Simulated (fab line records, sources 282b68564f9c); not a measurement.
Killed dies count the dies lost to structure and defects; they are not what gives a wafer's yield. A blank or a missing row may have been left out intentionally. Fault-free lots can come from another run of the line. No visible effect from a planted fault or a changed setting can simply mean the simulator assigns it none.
fab line records	flow ritCmos
record: lots: 6	wafers: 18	lastDay: 7
route steps=202 shown ACTIVE@11 FOX1@20 FOX2@23 NWELL@28 PWELL@39 WELLDRIVE@50 M1@202
lots that met no fault: from a run of the same line without faults
startH: hours from the record's first day to the start of the lot's first wafer shown	waitH: hours since the lot's step before	" the same as in the row above	L1.1+2: one row covering several wafers at once	- no value, or no start given	* or withheld: withheld	< > ~ a bound
route shown NAME@n: a module of which the file shows steps, and the number in the route of the first	usual: mean/standard deviation of fault-free wafers	same: alike in all rows	chamber/n: place in a boat	sites: the reading at each site	_std_site: how widely they spread, as a standard deviation	_edge_site: inner sites' mean taken away from outer sites' mean	radiusMm: how far each site lies from the wafer's centre	mask NAME#n: copy n	behind: the last tool/chamber to shape the wafer	hold: why the lot was held/for how many hours/how that ended	device: names the non-switching transistor (n, p or np)	end of line: the same wafers' tests at the end of the route	a step given without rows: its recipe and nothing more	killed: dies that structure and defects cost at the first sort, which is not the same as the wafer's yield	map: shows each die of a wafer: x if killed, . if not, _ if none is there
set.NAME: the setting as run; set.NAME@STEP: as run at that earlier step	model.NAME: the simulator's own value behind a step, which no gauge read
lots at some steps of the route; a table a step, a row a wafer
services: the hour from which a tool's chamber was out of use, counted from the record's first day as startH (under 0 if before that day), plus the number of hours and why
== steps ==
step: RIT_ACTIVE_DEVELOP_10
recipe: resist: NOVOLAK	developTimeS: 50	devTempC: 23
step: RIT_ACTIVE_CD_MEAS_11
recipe: targetCdNm: 1400
usual: cdNm: 1399.6/2.5
lot.wafer	tool	chamber	startH	waitH	cdNm
L341.4	cdSem-02	-	43.32	-	1402.5
L341.5	"	-	"	"	1403.4
L341.6	"	-	"	"	1404.0
L345.1	cdSem-02	-	60.98	-	1392.7
L345.3	"	-	"	"	1394.4
L345.6	"	-	"	"	1396.5
L346.1	cdSem-02	-	65.02	-	1397.6
L346.2	"	-	"	"	1400.2
L346.3	"	-	"	"	1399.3
L349.1	cdSem-02	-	80.75	-	1400.5
L349.4	"	-	"	"	1399.0
L349.6	"	-	"	"	1397.3
L350.1	cdSem-02	-	85.33	-	1396.4
L350.5	"	-	"	"	1397.0
L350.6	"	-	"	"	1395.0
L358.3	cdSem-01	-	125.54	-	1403.6
L358.5	"	-	"	"	1400.6
L358.6	"	-	"	"	1403.1
step: RIT_ACTIVE_HARDBAKE_12
recipe: resist: NOVOLAK	tempC: 140.4	timeS: 60
step: RIT_ACTIVE_ETCH_13
recipe: stopOn: SiO2	chemistry: SF6	target: Si3N4	timeS: 210	overEtchFrac: 0.4	SF6_flow_sccm: 200	pressureMtorr: 260	rfW: 125	targetDepthA: 2100
usual: drypumpMotorCurrentA: 5.9/0.41	oesProductAu: 0.820/0.014	throttleValvePct: 7.47/0.11
same: overEtchFrac: 0.4
lot.wafer	tool	chamber	startH	waitH	drypumpMotorCurrentA	oesProductAu	rfHoursCounterH	throttleValvePct
L341.4	rieDiel-04	0	43.60	0.1	5.8	0.837	-	7.52
L341.5	"	1	"	"	5.9	0.807	-	7.34
L341.6	"	2	"	"	6.2	0.825	-	7.48
L345.1	rieDiel-04	3	61.25	0.1	6.1	0.809	0	7.52
L345.3	"	1	"	"	5.9	0.794	104	7.34
L345.6	"	1	"	"	5.9	0.800	-	7.36
L346.1	rieDiel-03	3	65.29	0.1	4.7	0.838	48	7.35
L346.2	"	1	"	"	5.3	0.803	52	7.48
L346.3	"	2	"	"	5.7	0.804	137	7.62
L349.1	rieDiel-04	0	81.02	0.1	5.9	0.837	108	7.51
L349.4	"	2	"	"	6.2	0.820	140	7.50
L349.6	"	0	"	"	5.9	0.832	-	7.50
L350.1	rieDiel-04	0	85.60	0.1	5.9	0.846	108	7.51
L350.5	"	3	"	"	6.1	0.823	-	7.53
L350.6	"	0	"	"	5.9	0.824	-	7.49
L358.3	rieDiel-04	2	125.77	0.1	6.2	0.824	141	7.49
L358.5	"	3	"	"	6.1	0.810	-	7.54
L358.6	"	0	"	"	5.9	0.842	-	7.49
step: RIT_ACTIVE_STRIP_14
recipe: chemistry: O2	timeS: 180	resist: NOVOLAK	platenTempC: withheld	powerW: 500	pressureMtorr: 4000	o2FlowSccm: 4000
usual: drypumpMotorCurrentA: 5.4/0.44	rfReflPowerW: 7.6/0.97
lot.wafer	tool	chamber	startH	waitH	drypumpMotorCurrentA	rfHoursCounterH	rfReflPowerW
L341.4	plasmaAsher-02	0	43.72	0.1	5.7	-	6.7
L341.5	"	1	"	"	6.0	-	6.9
L341.6	"	0	"	"	5.7	-	7.0
L345.1	plasmaAsher-01	0	61.38	0.1	4.8	28	7.1
L345.3	"	1	"	"	5.9	-	9.0
L345.6	"	0	"	"	4.8	-	6.9
L346.1	plasmaAsher-01	0	65.42	0.1	4.8	28	7.1
L346.2	"	1	"	"	5.9	28	9.3
L346.3	"	0	"	"	4.8	-	7.5
L349.1	plasmaAsher-03	0	81.16	0.1	5.3	44	6.6
L349.4	"	1	"	"	5.2	-	7.6
L349.6	"	1	"	"	5.2	-	7.6
L350.1	plasmaAsher-01	1	85.73	0.1	5.9	31	9.6
L350.5	"	0	"	"	4.7	-	6.8
L350.6	"	1	"	"	5.9	-	9.5
L358.3	plasmaAsher-02	0	125.96	0.1	5.7	-	7.0
L358.5	"	1	"	"	6.0	-	7.0
L358.6	"	0	"	"	5.7	-	6.5
step: RIT_ACTIVE_CD_MEAS_90
recipe: targetCdNm: 1400
usual: cdNm: 1399.6/2.5
lot.wafer	tool	chamber	startH	waitH	cdNm
L341.4	cdSem-01	-	43.90	0.1	1402.3
L341.5	"	-	"	"	1403.3
L341.6	"	-	"	"	1403.9
L345.1	cdSem-01	-	61.56	0.1	1392.4
L345.3	"	-	"	"	1394.3
L345.6	"	-	"	"	1396.5
L346.1	cdSem-02	-	65.60	0.1	1397.5
L346.2	"	-	"	"	1400.9
L346.3	"	-	"	"	1399.0
L349.1	cdSem-02	-	81.33	0.1	1400.3
L349.4	"	-	"	"	1398.7
L349.6	"	-	"	"	1397.6
L350.1	cdSem-02	-	85.90	0.1	1396.6
L350.5	"	-	"	"	1396.6
L350.6	"	-	"	"	1395.4
L358.3	cdSem-01	-	126.12	0.1	1403.2
L358.5	"	-	"	"	1401.1
L358.6	"	-	"	"	1403.4
step: RIT_ACTIVE_CLEAN_15
recipe: chemistry: SC1	mix: 3:3:50	timeS: 600	tempC: 75
step: RIT_ACTIVE_CLEAN_16
recipe: chemistry: dHF	dilution: 50:1	timeS: 30
step: RIT_ACTIVE_CLEAN_17
recipe: chemistry: SC2	mix: 3:3:50	timeS: 600	tempC: 75	dry: n2Spin
step: RIT_FOX1_OXIDATION_00
recipe: tempC: 1100	ambient: H2O	targetThkA: 3507	pH2oTorr: 720	oxTimeS: 1130
step: RIT_FOX1_THK_MEAS_01
recipe: reads: SiO2_of_FOX1_OXIDATION_00
usual: FOX1_OXIDE_THK: 352/6.6
lot.wafer	tool	chamber	startH	waitH	FOX1_OXIDE_THK[nm]
L341.4	filmMetro-04	-	46.41	0.0	347
L341.5	"	-	"	"	353
L341.6	"	-	"	"	351
L345.1	filmMetro-04	-	64.80	0.0	350
L345.3	"	-	"	"	342
L345.6	"	-	"	"	343
L346.1	filmMetro-04	-	68.71	0.0	363
L346.2	"	-	"	"	363
L346.3	"	-	"	"	359
L349.1	filmMetro-01	-	83.63	0.0	355
L349.4	"	-	"	"	357
L349.6	"	-	"	"	357
L350.1	filmMetro-04	-	90.80	0.0	350
L350.5	"	-	"	"	348
L350.6	"	-	"	"	342
L358.3	filmMetro-03	-	128.09	0.0	351
L358.5	"	-	"	"	350
L358.6	"	-	"	"	351
step: RIT_FOX1_WET_ETCH_02
recipe: chemistry: BOE	targetDepthNm: 350	timeS: 390	tempC: 21.5	dry: n2Spin	dilution: 10:1	target: SiO2
step: RIT_FOX2_OXIDATION_00
recipe: tempC: 1100	ambient: H2O	targetThkA: 3507	pH2oTorr: 720	oxTimeS: 1130
usual: spikeTcLoadC: 1125.9/3	zonePowerLoadPct: 46/4.4
lot.wafer	tool	chamber	startH	waitH	spikeTcLoadC	zonePowerLoadPct
L341.4	furnace-04	0	47.10	0.5	1128.0	51
L341.5	"	0	"	"	1127.7	52
L341.6	"	0	"	"	1127.3	52
L345.1	furnace-03	0	65.10	0.1	1128.0	40
L345.3	"	0	"	"	1128.2	41
L345.6	"	0	"	"	1129.6	40
L346.1	furnace-01	0	68.89	0.0	1121.8	46
L346.2	"	0	"	"	1122.0	47
L346.3	"	0	"	"	1122.0	46
L349.1	furnace-04	0	83.81	0.0	1128.7	52
L349.4	"	0	"	"	1126.3	51
L349.6	"	0	"	"	1127.1	52
L350.1	furnace-04	0	91.80	0.8	1127.8	51
L350.5	"	0	"	"	1126.0	52
L350.6	"	0	"	"	1128.0	51
L358.3	furnace-04	0	129.25	1.0	1128.0	52
L358.5	"	0	"	"	1127.9	51
L358.6	"	0	"	"	1127.8	52
step: RIT_FOX2_THK_MEAS_01
recipe: reads: SiO2_of_FOX2_OXIDATION_00
usual: FOX2_OXIDE_THK: 351/6.8
lot.wafer	tool	chamber	startH	waitH	FOX2_OXIDE_THK[nm]
L341.4	filmMetro-02	-	48.45	0.0	346
L341.5	"	-	"	"	353
L341.6	"	-	"	"	350
L345.1	filmMetro-01	-	66.42	0.0	346
L345.3	"	-	"	"	346
L345.6	"	-	"	"	344
L346.1	filmMetro-01	-	70.21	0.0	358
L346.2	"	-	"	"	348
L346.3	"	-	"	"	354
L349.1	filmMetro-01	-	85.12	0.0	349
L349.4	"	-	"	"	354
L349.6	"	-	"	"	351
L350.1	filmMetro-02	-	93.12	0.0	352
L350.5	"	-	"	"	352
L350.6	"	-	"	"	349
L358.3	filmMetro-04	-	130.59	0.0	349
L358.5	"	-	"	"	351
L358.6	"	-	"	"	347
step: RIT_FOX2_CLEAN_02
recipe: chemistry: dHF	dilution: 50:1	timeS: 180
step: RIT_FOX2_WET_ETCH_03
recipe: chemistry: H3PO4	target: Si3N4	targetDepthNm: 195	tempC: 165	timeS: 2700
step: RIT_FOX2_THK_MEAS_90
recipe: reads: SiO2_of_FOX2_OXIDATION_00
usual: FIELD_OXIDE_LEFT_1_THK: 324/6.7
lot.wafer	tool	chamber	startH	waitH	FIELD_OXIDE_LEFT_1_THK[nm]
L341.4	filmMetro-04	-	49.32	0.0	318
L341.5	"	-	"	"	326
L341.6	"	-	"	"	322
L345.1	filmMetro-01	-	67.29	0.0	319
L345.3	"	-	"	"	319
L345.6	"	-	"	"	316
L346.1	filmMetro-02	-	71.16	0.0	330
L346.2	"	-	"	"	321
L346.3	"	-	"	"	326
L349.1	filmMetro-02	-	86.00	0.0	322
L349.4	"	-	"	"	326
L349.6	"	-	"	"	324
L350.1	filmMetro-02	-	94.00	0.0	325
L350.5	"	-	"	"	324
L350.6	"	-	"	"	321
L358.3	filmMetro-04	-	131.53	0.0	321
L358.5	"	-	"	"	324
L358.6	"	-	"	"	321
step: RIT_NWELL_HMDS_00
recipe: primeTimeS: 60	primeTempC: 140
step: RIT_NWELL_COAT_01
recipe: resist: NOVOLAK	spinRpm: 2000	resistThkNm: 1300
step: RIT_NWELL_SOFTBAKE_02
recipe: resist: NOVOLAK	tempC: 90	timeS: 60
step: RIT_NWELL_EXPOSE_03
recipe: maskId: M2	na: 0.57	targetCdNm: 43900	doseMj: 250
step: RIT_NWELL_PEB_04
recipe: resist: NOVOLAK	tempC: withheld	timeS: withheld
step: RIT_NWELL_DEVELOP_05
recipe: resist: NOVOLAK	developTimeS: 68	devTempC: 24.11
step: RIT_NWELL_OVL_MEAS_06
usual: NWELL_OVL: -0.6/1.2
lot.wafer	tool	chamber	startH	waitH	NWELL_OVL[nm]
L341.4	overlay-02	-	50.25	-	-0.2
L341.5	"	-	"	"	-0.6
L341.6	"	-	"	"	1.4
L345.1	overlay-01	-	68.23	-	-3.1
L345.3	"	-	"	"	-3.1
L345.6	"	-	"	"	-3.6
L346.1	overlay-02	-	72.10	-	0.0
L346.2	"	-	"	"	0.7
L346.3	"	-	"	"	0.3
L349.1	overlay-02	-	86.94	-	-1.5
L349.4	"	-	"	"	-1.2
L349.6	"	-	"	"	-1.2
L350.1	overlay-02	-	95.06	-	1.0
L350.5	"	-	"	"	0.7
L350.6	"	-	"	"	-0.5
L358.3	overlay-02	-	132.46	-	1.0
L358.5	"	-	"	"	0.5
L358.6	"	-	"	"	2.7
step: RIT_NWELL_HARDBAKE_07
recipe: resist: NOVOLAK	tempC: 140	timeS: 120
step: RIT_NWELL_IMPLANT_08
recipe: species: P	energyKev: 170	doseCm2: 4.89e+13	tiltDeg: 7
step: RIT_NWELL_STRIP_09
recipe: chemistry: O2	timeS: 180	resist: NOVOLAK	platenTempC: withheld	powerW: 500	pressureMtorr: 4000	o2FlowSccm: 4000
usual: drypumpMotorCurrentA: 5.7/0.41	rfReflPowerW: 7.1/1.9
lot.wafer	tool	chamber	startH	waitH	drypumpMotorCurrentA	rfHoursCounterH	rfReflPowerW
L341.4	plasmaAsher-04	1	50.73	0.1	5.8	-	8.7
L341.5	"	0	"	"	5.9	-	3.7
L341.6	"	1	"	"	5.8	-	8.9
L345.1	plasmaAsher-02	0	68.67	0.1	5.7	40	7.0
L345.3	"	1	"	"	6.0	-	7.2
L345.6	"	0	"	"	5.7	-	6.7
L346.1	plasmaAsher-01	0	72.54	0.1	4.8	29	6.7
L346.2	"	1	"	"	5.9	29	9.5
L346.3	"	0	"	"	4.7	-	7.4
L349.1	plasmaAsher-02	1	87.38	0.1	6.0	43	6.7
L349.4	"	1	"	"	6.0	-	6.9
L349.6	"	1	"	"	6.0	-	6.8
L350.1	plasmaAsher-01	0	95.50	0.1	4.8	32	7.0
L350.5	"	0	"	"	4.8	-	7.5
L350.6	"	1	"	"	5.8	-	9.7
L358.3	plasmaAsher-04	0	132.95	0.1	5.9	-	3.6
L358.5	"	0	"	"	5.9	-	3.5
L358.6	"	1	"	"	5.8	-	8.5
step: RIT_NWELL_TW_MEAS_10
usual: NWELL_TW: 2131/20
lot.wafer	tool	chamber	startH	waitH	NWELL_TW
L341.4	filmMetro-01	-	50.87	0.1	2149
L341.5	"	-	"	"	2163
L341.6	"	-	"	"	2162
L345.1	filmMetro-02	-	68.84	0.1	2146
L345.3	"	-	"	"	2135
L345.6	"	-	"	"	2141
L346.1	filmMetro-03	-	72.71	0.1	2121
L346.2	"	-	"	"	2124
L346.3	"	-	"	"	2121
L349.1	filmMetro-02	-	87.55	0.1	2123
L349.4	"	-	"	"	2113
L349.6	"	-	"	"	2121
L350.1	filmMetro-02	-	95.67	0.1	2122
L350.5	"	-	"	"	2110
L350.6	"	-	"	"	2112
L358.3	filmMetro-02	-	133.08	0.1	2121
L358.5	"	-	"	"	2111
L358.6	"	-	"	"	2116
step: RIT_PWELL_HMDS_00
recipe: primeTimeS: 60	primeTempC: 140
step: RIT_PWELL_COAT_01
recipe: resist: NOVOLAK	spinRpm: 2000	resistThkNm: 1300
step: RIT_PWELL_SOFTBAKE_02
recipe: resist: NOVOLAK	tempC: 90	timeS: 60
step: RIT_PWELL_EXPOSE_03
recipe: maskId: M3	na: 0.57	targetCdNm: 43700	doseMj: 250
step: RIT_PWELL_PEB_04
recipe: resist: NOVOLAK	tempC: withheld	timeS: withheld
step: RIT_PWELL_DEVELOP_05
recipe: resist: NOVOLAK	developTimeS: 68	devTempC: 23
step: RIT_PWELL_OVL_MEAS_06
usual: PWELL_OVL: 0.2/1.4
lot.wafer	tool	chamber	startH	waitH	PWELL_OVL[nm]
L341.4	overlay-01	-	51.93	-	1.6
L341.5	"	-	"	"	1.1
L341.6	"	-	"	"	-0.5
L345.1	overlay-01	-	69.91	-	1.2
L345.3	"	-	"	"	2.1
L345.6	"	-	"	"	0.4
L346.1	overlay-02	-	73.65	-	-0.9
L346.2	"	-	"	"	-0.4
L346.3	"	-	"	"	1.5
L349.1	overlay-02	-	88.49	-	0.9
L349.4	"	-	"	"	1.0
L349.6	"	-	"	"	1.5
L350.1	overlay-02	-	96.84	-	0.5
L350.5	"	-	"	"	-0.8
L350.6	"	-	"	"	-1.7
L358.3	overlay-02	-	134.14	-	-3.2
L358.5	"	-	"	"	-0.7
L358.6	"	-	"	"	-1.6
step: RIT_PWELL_HARDBAKE_07
recipe: resist: NOVOLAK	tempC: 140	timeS: 120
step: RIT_PWELL_IMPLANT_08
recipe: species: B	energyKev: 170	doseCm2: 7e+13	tiltDeg: 7
step: RIT_PWELL_STRIP_09
recipe: chemistry: O2	timeS: 180	resist: NOVOLAK	platenTempC: withheld	powerW: 500	pressureMtorr: 4000	o2FlowSccm: 4000
usual: drypumpMotorCurrentA: 5.4/0.42	rfReflPowerW: 7.3/1.7
lot.wafer	tool	chamber	startH	waitH	drypumpMotorCurrentA	rfHoursCounterH	rfReflPowerW
L341.4	plasmaAsher-03	0	52.40	0.1	5.3	-	6.8
L341.5	"	0	"	"	5.3	-	6.7
L341.6	"	1	"	"	5.2	-	7.7
L345.1	plasmaAsher-01	0	70.46	0.1	4.8	29	7.4
L345.3	"	1	"	"	5.9	-	9.4
L345.6	"	1	"	"	5.9	-	9.4
L346.1	plasmaAsher-03	1	74.20	0.1	5.2	43	7.9
L346.2	"	0	"	"	5.3	43	6.7
L346.3	"	1	"	"	5.2	-	7.7
L349.1	plasmaAsher-03	1	88.93	0.1	5.2	45	7.6
L349.4	"	1	"	"	5.2	-	7.7
L349.6	"	1	"	"	5.2	-	7.7
L350.1	plasmaAsher-01	0	97.28	0.1	4.8	32	7.2
L350.5	"	0	"	"	4.8	-	7.0
L350.6	"	1	"	"	5.9	-	9.4
L358.3	plasmaAsher-01	0	134.62	0.1	4.7	-	7.2
L358.5	"	1	"	"	5.9	-	9.3
L358.6	"	0	"	"	4.8	-	6.9
step: RIT_PWELL_TW_MEAS_10
usual: PWELL_TW: 956/9.7
lot.wafer	tool	chamber	startH	waitH	PWELL_TW
L341.4	filmMetro-01	-	52.55	0.1	961
L341.5	"	-	"	"	964
L341.6	"	-	"	"	964
L345.1	filmMetro-01	-	70.63	0.1	966
L345.3	"	-	"	"	966
L345.6	"	-	"	"	959
L346.1	filmMetro-02	-	74.38	0.1	952
L346.2	"	-	"	"	942
L346.3	"	-	"	"	945
L349.1	filmMetro-01	-	89.10	0.1	971
L349.4	"	-	"	"	969
L349.6	"	-	"	"	967
L350.1	filmMetro-03	-	97.46	0.1	947
L350.5	"	-	"	"	950
L350.6	"	-	"	"	950
L358.3	filmMetro-03	-	134.76	0.1	945
L358.5	"	-	"	"	946
L358.6	"	-	"	"	946
step: RIT_WELLDRIVE_ANNEAL_00
recipe: tempC: 1100	timeS: 14700	ambient: N2
step: RIT_WELLDRIVE_RS_MEAS_01
recipe: thkMeasGauge: four-point-probe
usual: NWELL_RS: 279.5/0.76
lot.wafer	tool	chamber	startH	waitH	NWELL_RS[ohm/sq]
L341.4	filmMetro-01	-	60.19	0.1	279.8
L341.5	"	-	"	"	280.2
L341.6	"	-	"	"	279.7
L345.1	filmMetro-02	-	77.14	0.0	277.9
L345.3	"	-	"	"	277.7
L345.6	"	-	"	"	277.7
L346.1	filmMetro-03	-	80.78	0.0	279.7
L346.2	"	-	"	"	280.1
L346.3	"	-	"	"	279.0
L349.1	filmMetro-01	-	95.15	0.0	279.7
L349.4	"	-	"	"	280.2
L349.6	"	-	"	"	279.8
L350.1	filmMetro-03	-	102.60	0.0	279.0
L350.5	"	-	"	"	280.3
L350.6	"	-	"	"	279.8
L358.3	filmMetro-03	-	140.77	0.0	281.8
L358.5	"	-	"	"	280.6
L358.6	"	-	"	"	280.5
step: RIT_WELLDRIVE_RS_MEAS_02
recipe: thkMeasGauge: four-point-probe
usual: PWELL_RS: 429.9/1.1
lot.wafer	tool	chamber	startH	waitH	PWELL_RS[ohm/sq]
L341.4	filmMetro-01	-	60.31	0.1	429.7
L341.5	"	-	"	"	429.1
L341.6	"	-	"	"	428.9
L345.1	filmMetro-02	-	77.26	0.1	428.3
L345.3	"	-	"	"	428.5
L345.6	"	-	"	"	429.6
L346.1	filmMetro-03	-	80.90	0.1	429.5
L346.2	"	-	"	"	430.0
L346.3	"	-	"	"	429.1
L349.1	filmMetro-01	-	95.27	0.1	431.3
L349.4	"	-	"	"	431.0
L349.6	"	-	"	"	431.0
L350.1	filmMetro-03	-	102.72	0.1	430.9
L350.5	"	-	"	"	429.7
L350.6	"	-	"	"	431.2
L358.3	filmMetro-03	-	140.89	0.1	430.3
L358.5	"	-	"	"	430.2
L358.6	"	-	"	"	430.9
step: RIT_M1_PROBE_99
usual: killedAtContacts: 0.1/0.3	killedAtFrontEnd: 6.7/2.6	killedDies: 6.8/2.6	killedOnRim: 1.9/1.3	killedOpen: 3.3/1.7	killedShort: 3.4/2
same: grossDies: 264	killed_at_M0_to_M3: 0	killed_at_M4_up: 0	killedAtBackSide: 0	killedAtOther: 0
lot.wafer	tool	chamber	startH	waitH	killedAtContacts	killedAtFrontEnd	killedDies	killedOnRim	killedOpen	killedShort
L341.4	prober-02	-	89.54	0.2	1	9	10	2	7	3
L341.5	prober-02	-	89.59	0.2	0	5	5	1	3	2
L341.6	prober-02	-	89.64	0.2	0	5	5	0	3	2
L345.1	prober-01	-	108.10	0.1	0	6	6	2	4	2
L345.3	prober-01	-	108.20	0.2	0	6	6	3	1	5
L345.6	prober-01	-	108.35	0.2	0	2	2	1	2	0
L349.1	prober-01	-	124.72	0.1	0	4	4	1	0	4
L349.4	prober-01	-	124.87	0.2	0	4	4	1	2	2
L349.6	prober-01	-	124.97	0.2	0	6	6	0	3	3
L350.1	prober-01	-	133.80	0.1	0	164	164	39	1	2
L350.5	prober-01	-	134.00	0.2	0	166	166	44	2	2
L350.6	prober-01	-	134.05	0.2	0	170	170	47	4	3
L358.3	prober-01	-	171.90	0.2	0	166	166	43	3	5
L358.5	prober-01	-	172.00	0.2	0	162	162	49	2	1
L358.6	prober-01	-	172.05	0.2	0	164	164	42	1	2
killed by level:class
L341.4 GATE:geometricParticle:open=6 FOX1:geometricParticle:open=1 SPACER:geometricParticle:short=1 SILICIDE:geometricParticle:short=1 CONTACT:geometricParticle:short=1
L341.5 SILICIDE:geometricParticle:short=2 GATE:geometricParticle:open=1 REOX:geometricParticle:open=1 SPACER:geometricParticle:open=1
L341.6 GATE:geometricParticle:open=2 GATE:geometricParticle:short=1 REOX:geometricParticle:short=1 SPACER:geometricParticle:open=1
L345.1 FOX1:geometricParticle:open=2 REOX:geometricParticle:open=2 FOX1:geometricParticle:short=1 SPACER:geometricParticle:short=1
L345.3 FOX1:geometricParticle:short=1 GATE:geometricParticle:short=1 REOX:geometricParticle:short=1 REOX:geometricParticle:open=1 SPACER:geometricParticle:short=1 SILICIDE:geometricParticle:short=1
L345.6 FOX2:geometricParticle:open=1 GATE:geometricParticle:open=1
L349.1 GATE:geometricParticle:short=2 FOX2:geometricParticle:short=1 SPACER:geometricParticle:short=1
L349.4 GATE:geometricParticle:open=2 GATE:geometricParticle:short=1 SILICIDE:geometricParticle:short=1
L349.6 REOX:geometricParticle:short=2 FOX1:geometricParticle:open=1 FOX2:geometricParticle:open=1 GATE:geometricParticle:short=1 GATE:geometricParticle:open=1
L350.1 FOX2:unspecified=161 GATE:geometricParticle:short=2 SPACER:geometricParticle:open=1
L350.5 FOX2:unspecified=162 GATE:geometricParticle:open=1 REOX:geometricParticle:short=1 SPACER:geometricParticle:open=1 SPACER:geometricParticle:short=1
L350.6 FOX2:unspecified=163 FOX1:geometricParticle:open=2 GATE:geometricParticle:open=1 GATE:geometricParticle:short=1 REOX:geometricParticle:open=1 SPACER:geometricParticle:short=1 SILICIDE:geometricParticle:short=1
L358.3 FOX2:unspecified=158 GATE:geometricParticle:open=2 SILICIDE:geometricParticle:short=2 FOX1:geometricParticle:short=1 GATE:geometricParticle:short=1 REOX:geometricParticle:open=1 SPACER:geometricParticle:short=1
L358.5 FOX2:unspecified=159 FOX1:geometricParticle:open=1 GATE:geometricParticle:short=1 SILICIDE:geometricParticle:open=1
L358.6 FOX2:unspecified=161 GATE:geometricParticle:short=2 REOX:geometricParticle:open=1
map L350.6 (x killed, . not)
________xx.xxx._______
_____x...xxxxxx.xx____
____..x..xxx.x...xx___
___xx....x.xxx.xx.x.__
__x.x.xx...xxx.xxx.xx_
__..xxxxxxxxx.x..x.xx_
_.xx..x.xxx.xxxxxx..x.
_x...x.x..x..x.xx..x..
_xx.x.xxxxx.xx...xx.xx
_xxx.xxx.xxx..x.xxx.xx
__x..xxxxxxxxxxxxx.xx_
__..xxxxx.x..xxxxx.xx_
___x.xxxx.xxx.x.xxxx__
____x...xx.xxxxxx.x___
_____x.xxx.x..xxx.____
________xx..xxx_______
map L358.3 (x killed, . not)
________xxx..x._______
_____....xxxxxx...____
____x.xxxxx..xxx.xx___
___.xx.xx..xxx..xxxx__
__xxx.xx.xxx.xxx.x.xx_
__xx.xx.x.x..xxx.x.xx_
_.x.xxxxxx.x...xxx..xx
_x..x....xxxxxx..x..xx
_xxxxxxxxx.xxxx.xx.x..
_xxx...xxx.xxxx.x.xxx.
__xxxx.xx.xxxx..x.x.._
__xxxxxxx..xx..x....._
___.xxxx.x.x.xx.xxxx__
____.xx.xxxx.x.xxxx___
_____xx.x..x....xx____
________..xxx.._______
== services ==
tool	chamber	startH	hours	kind
rieDiel-04	3	22.93	-	clean
rieDiel-04	3	22.93	23.6	scheduledDown
rieDiel-04	3	22.93	23.6	ventCycle
furnace-03	-	35.74	7.0	pm
rieDiel-03	2	52.50	9.5	repair
rieDiel-03	3	59.59	4.2	repair
plasmaAsher-04	-	62.96	15.9	pm
plasmaAsher-02	-	67.06	1.2	repair
plasmaAsher-03	-	107.08	5.2	repair
plasmaAsher-03	-	112.27	9.0	pm
plasmaAsher-03	0	112.27	9.0	ventCycle
plasmaAsher-03	1	112.27	9.0	ventCycle
rieDiel-03	-	113.42	1.0	repair
plasmaAsher-03	0	121.27	-	clean
plasmaAsher-03	1	121.27	-	clean
furnace-03	-	128.07	3.9	pm
rieDiel-03	-	131.76	14.6	pm
== key ==
firstSign: step: RIT_M1_PROBE_99	reading: killedAtFrontEnd	direction: up	sigmas: 60	usual: 6.7	struck: 165.3
effect: step: RIT_M1_PROBE_99	reading: killedDies	direction: up	sigmas: 60	usual: 6.8	struck: 165.3
metAt RIT_FOX2_OXIDATION_00
struckWafers L350.1,L350.5,L350.6,L358.3,L358.5,L358.6
testerLeftOut L350,L358
onsetBetween 83.81 91.80
alsoFits time
fault: kind: chamberParticleSource	tool: furnace-04	chamber: -	onsetH: 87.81	steps: RIT_FOX2_OXIDATION_00	ratePerVisitCm2: 1.82	endH: 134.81
testerLeftOut: of these lots the tester's yield and bins aren't shown, on N5 and GAA mostly nor the transistor test; their killed dies are dies lost to structure and defects alone, not to doping, threshold or leakage, so they don't give the yield
